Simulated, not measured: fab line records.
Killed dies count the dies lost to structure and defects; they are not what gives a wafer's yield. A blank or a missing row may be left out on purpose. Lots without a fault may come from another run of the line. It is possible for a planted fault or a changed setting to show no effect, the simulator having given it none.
Matching of chambers :: flow berkeley-cmos170 :: UCB170_V1_CMP_02 on cmp-01 has 4 sister chambers
The step polishes SiO2. 8 wafers are shown with their chamber, then 7 later ones without.

## EACH WAFER AND ITS CHAMBER
wafer: L873.2
chamber: 0
motor-current-A (A): 18.8
slurry-filter-dp-kPa (kPa): 13.45

wafer: L873.4
chamber: 1
motor-current-A (A): 20.5
slurry-filter-dp-kPa (kPa): 13.33

wafer: L873.5
chamber: 3
motor-current-A (A): 17.9
slurry-filter-dp-kPa (kPa): 13.55

wafer: L875.3
chamber: 1
motor-current-A (A): 20.8
slurry-filter-dp-kPa (kPa): 13.49

wafer: L875.4
chamber: 2
motor-current-A (A): 15.8
slurry-filter-dp-kPa (kPa): 13.39

wafer: L875.5
chamber: 2
motor-current-A (A): 14.7
slurry-filter-dp-kPa (kPa): 13.62

wafer: L876.1
chamber: 3
motor-current-A (A): 18.1
slurry-filter-dp-kPa (kPa): 13.48

wafer: L876.4
chamber: 0
motor-current-A (A): 18.6
slurry-filter-dp-kPa (kPa): 13.50

## WAFERS WITH NO CHAMBER GIVEN
wafer: L876.5
motor-current-A (A): 18.7
slurry-filter-dp-kPa (kPa): 13.39

wafer: L877.2
motor-current-A (A): 18.0
slurry-filter-dp-kPa (kPa): 13.29

wafer: L877.3
motor-current-A (A): 14.9
slurry-filter-dp-kPa (kPa): 13.25

wafer: L877.5
motor-current-A (A): 18.6
slurry-filter-dp-kPa (kPa): 13.42

wafer: L879.1
motor-current-A (A): 14.4
slurry-filter-dp-kPa (kPa): 13.66

wafer: L879.2
motor-current-A (A): 18.8
slurry-filter-dp-kPa (kPa): 13.60

wafer: L879.3
motor-current-A (A): 20.0
slurry-filter-dp-kPa (kPa): 13.76

## WHICH CHAMBER EACH ONE RAN IN
wafer: L876.5
from the rows above: can't be placed: 0 or 3
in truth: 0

wafer: L877.2
from the rows above: can't be placed: 3 or 0
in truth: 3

wafer: L877.3
from the rows above: 2
in truth: 2

wafer: L877.5
from the rows above: can't be placed: 0 or 3
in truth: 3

wafer: L879.1
from the rows above: 2
in truth: 2

wafer: L879.2
from the rows above: can't be placed: 0 or 3
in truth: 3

wafer: L879.3
from the rows above: can't be placed: 1 or 0 or 3
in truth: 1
Correct placement for 2 of the 7. These rows do not allow placing 5 (true chamber among the candidates in 5). 0 placed wrongly.
How it was worked out, from the rows above alone: a wafer's distance from a chamber is the root of the sum, over the readings, of the square of ((its reading less the chamber's mean) divided by the reading's scatter). If the next closest chamber is less than 2 further off than the closest, the wafer can't be placed; otherwise it belongs to the closest. Each chamber's mean is taken over the wafers shown for it. The scatter is the square root of a quotient: the sum, over the shown wafers, of each reading's squared deviation from its chamber's mean, divided by wafers minus chambers.
